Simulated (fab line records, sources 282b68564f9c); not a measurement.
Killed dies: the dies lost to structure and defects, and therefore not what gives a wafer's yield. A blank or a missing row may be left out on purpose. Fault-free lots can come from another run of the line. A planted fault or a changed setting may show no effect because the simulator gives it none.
Split-lot study -- flow rit_cmos -- route with 202 steps; 5 lots, 23 wafers read

SPLIT DETAILS
At RIT_NWELL_IMPLANT_08, the setting energy_kev was moved away from the recipe's 170 on 7 of the 23 wafers read, by -5.0% to +5.8%. This setting was run at the recipe's value on the other wafers.

Reading taken at the split's own step.

THE READING
In nm, at RIT_NWELL_IMPLANT_08: implant.drp_nm, which is the simulator's own figure and was read by no gauge. No usual value for it is given in the file.

wafer,"tool, chamber at the split",energy_kev as run,against the recipe,"implant.drp_nm, nm",against lot-mates on the recipe
L076.1,"implanter-04, 0",170,recipe,68.82,-
L076.2,"implanter-04, 0",170,recipe,68.82,-
L076.3,"implanter-04, 0",170,recipe,68.82,-
L076.5,"implanter-04, 0",170,recipe,68.82,-
L076.6,"implanter-04, 0",170,recipe,68.82,-
L081.2,"implanter-02, 0",170,recipe,68.82,-
L081.4,"implanter-02, 0",170,recipe,68.82,-
L081.5,"implanter-02, 0",170,recipe,68.82,-
L081.3,"implanter-02, 0",162.4,-4.5%,66.55,-2.27
L081.6,"implanter-02, 0",162.4,-4.5%,66.55,-2.27
L083.1,"implanter-03, 0",179.8,+5.8%,71.77,+2.95
L083.2,"implanter-03, 0",179.8,+5.8%,71.77,+2.95
L083.5,"implanter-03, 0",179.8,+5.8%,71.77,+2.95
L083.4,"implanter-03, 0",170,recipe,68.82,-
L083.6,"implanter-03, 0",170,recipe,68.82,-
L084.1,"implanter-03, 0",170,recipe,68.82,-
L084.3,"implanter-03, 0",170,recipe,68.82,-
L084.5,"implanter-03, 0",170,recipe,68.82,-
L084.4,"implanter-03, 0",161.5,-5.0%,66.28,-2.54
L084.6,"implanter-03, 0",161.5,-5.0%,66.28,-2.54
L085.3,"implanter-04, 0",170,recipe,68.82,-
L085.5,"implanter-04, 0",170,recipe,68.82,-
L085.6,"implanter-04, 0",170,recipe,68.82,-

FIT RESULTS
A straight line over all 23 wafers: implant.drp_nm changes by +0.51 nm for each +1% of energy_kev; r = +1.00; the points scatter about the line by 0.0048 nm.
The same after taking each lot's own level away (the mean of its wafers on the recipe; 23 wafers): +0.51 nm for each +1%; r = +1.00; scatter 0.0048 nm.
On that fit, the largest move of energy_kev shifts the reading by 2.9 nm.
The lots' own levels span 68.820 to 68.820 nm.
Consequently the slope shifts little with the lot-to-lot level, the two slopes agreeing.
Check: +2.94 nm against its lot-mates is what the line predicts for one of the wafers moved furthest among these (+5.8%) when that wafer is left out of the fit. Against them it came out at +2.95 nm.

THESE WAFERS: OTHER SPLITS
Note: prior to the reading, these wafers also went through further splits. Each is held against what the fit with the lots' levels taken away leaves over:
other split on the same wafers,wafers away from the commonest value,r with implant.drp_nm (lot level and that fit taken away)
RIT_ACTIVE_COAT_06 resist_thk_nm,8,-0.04
RIT_ACTIVE_EXPOSE_08 dose_mj,8,-0.07

THE WHOLE CHAIN: every reading that the file lists as answering this split, in the file's order
step,what it does,reading,change (the file's fit),r (the file's)
RIT_NWELL_IMPLANT_08,,"implant.rp_nm (the simulator's own value, which no gauge read)",+2.22 nm for each +1% of the setting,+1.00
RIT_NWELL_IMPLANT_08,,"implant.drp_nm (the simulator's own value, which no gauge read)",+0.51 nm for each +1% of the setting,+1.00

FILE'S OWN FIT
implant.drp_nm changes by +0.51 nm for each +1% of energy_kev, r = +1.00.
